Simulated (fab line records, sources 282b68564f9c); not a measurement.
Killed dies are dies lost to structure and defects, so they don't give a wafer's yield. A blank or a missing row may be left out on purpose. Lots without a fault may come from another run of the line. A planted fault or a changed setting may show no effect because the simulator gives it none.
A struck lot beside a sound one | flow rit_cmos | 23 steps out of a route of 202
Sound: wafers L726.1, L726.3, L726.4. Struck: wafers L742.1, L742.2, L742.3. The cause comes at the end.
At each step with rows: each side's tool, then ch and its chambers, then its first start. Under that, the readings that differ: sound wafers | struck wafers | difference of the means | sigmas: that difference in standard deviations of wafers without a fault.
alike: readings whose means differ by less than 2 such deviations, and words and numbers that are the same on both sides. not compared: withheld readings, readings that some wafer has no value for, bounds like >300 that may hide the same value, and numbers for which the record gives no deviation and whose values overlap.
The two part at a step that has a row with sigmas, a row that says differs or no value, or rows on one side only. Numbers that don't overlap but have no deviation are shown without sigmas and don't part them. A reading that every wafer of one side lacks parts them only if that side has two wafers or more.

first, 5 steps without rows for these wafers: RIT_GATE_WET_ETCH_00 (etches SiO2 in BOE, target depth 56 nm, time 60 s); RIT_GATE_CLEAN_01 (cleans in SC1, time 600 s); RIT_GATE_CLEAN_02 (cleans in dHF, time 30 s); RIT_GATE_CLEAN_03 (cleans in SC2, time 600 s); RIT_GATE_CLEAN_04 (cleans in dHF, time 60 s).
RIT_FOX2_THK_MEAS_91:
  sound on film_metro-03, day 3 16:09; struck on film_metro-04, day 6 21:28
  alike: FIELD_OXIDE_LEFT_2_THK
then, 2 steps without rows for these wafers: RIT_GATE_OXIDATION_05 (target thk 3 nm, ox time 270 s); RIT_GATE_ANNEAL_06 (time 600 s).
RIT_GATE_THK_MEAS_07:
  sound on film_metro-01, day 3 18:52; struck on film_metro-04, day 7 00:09
  alike: GATE_OXIDE_THK
then, 1 step without rows for these wafers: RIT_GATE_CVD_08 (deposits poly-Si from SiH4, target thk 250 nm, time 2220 s).
RIT_GATE_THK_MEAS_09:
  sound on film_metro-04, day 3 20:33; struck on film_metro-01, day 7 01:50
  alike: GATE_POLY_THK
then, 1 step without rows for these wafers: RIT_GATE_HMDS_10 (prime time 60 s).
RIT_GATE_COAT_11: resist thk 850 nm.
  sound on litho_track-02 ch 0, day 3 20:46; struck on litho_track-02 ch 0, day 7 02:02
  reading                                   | sound           | struck            | difference | sigmas
  spin_speed_rpm (rpm)                      | 4248 4251 4249  | 4092 4090 4083    | -161       | -52
  model.NOVOLAK_of_GATE_COAT_11.thk_nm (nm) | 844.8 843 845.3 | 865.7 865.5 865.9 | +21.3      |
  alike: dispense_pressure_kPa
then, 4 steps without rows for these wafers: RIT_GATE_SOFTBAKE_12 (time 60 s); RIT_GATE_EXPOSE_13 (exposes mask M6, target cd 150 nm); RIT_GATE_PEB_14; RIT_GATE_DEVELOP_15 (develop time 50 s).
RIT_GATE_CD_MEAS_16: target cd 150 nm.
  sound on cd_sem-02, day 3 21:35; struck on cd_sem-01, day 7 02:52
  alike: cd_nm
RIT_GATE_OVL_MEAS_17:
  sound on overlay-01, day 3 21:42; struck on overlay-02, day 7 02:59
  alike: GATE_OVL
then, 1 step without rows for these wafers: RIT_GATE_HARDBAKE_18 (time 60 s).
RIT_GATE_ETCH_19: etches poly-Si in SF6/CHF3/O2, stops on SiO2, time 165 s, target depth 312.5 nm.
  sound on rie_si-02 ch 0,1,2, day 3 21:53; struck on rie_si-02 ch 0,1,2, day 7 03:10
  reading                                   | sound             | struck            | difference | sigmas
  model.NOVOLAK_of_GATE_COAT_11.thk_nm (nm) | 667.6 665.1 664.6 | 685.6 685.2 687.3 | +20.3      |
  alike: O2_flow_sccm, drypump_motor_current_A, oes_product_au, throttle_valve_pct
  not compared: rf_hours_counter_h
RIT_GATE_STRIP_20: strips in O2, time 180 s.
  sound on plasma_asher-04 ch 0,1, day 3 22:00; struck on plasma_asher-04 ch 0,1, day 7 03:17
  alike: drypump_motor_current_A
  not compared: rf_hours_counter_h
RIT_M1_PROBE_99:
  sound on prober-01, day 4 18:20; struck on prober-01, day 7 23:23
  alike: killed_at_contacts, killed_at_front_end, killed_dies, killed_on_rim, killed_open, killed_short

WHERE THEY PART
Only at RIT_GATE_COAT_11, within this record. Later steps at which nothing parts them and some readings are alike: RIT_GATE_CD_MEAS_16, RIT_GATE_OVL_MEAS_17, RIT_GATE_ETCH_19, RIT_GATE_STRIP_20, RIT_M1_PROBE_99.

WHY: what the simulator had put in
Process parameter drift: litho_track-02, from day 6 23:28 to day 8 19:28, at RIT_GATE_COAT_11. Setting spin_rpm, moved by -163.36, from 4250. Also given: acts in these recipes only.
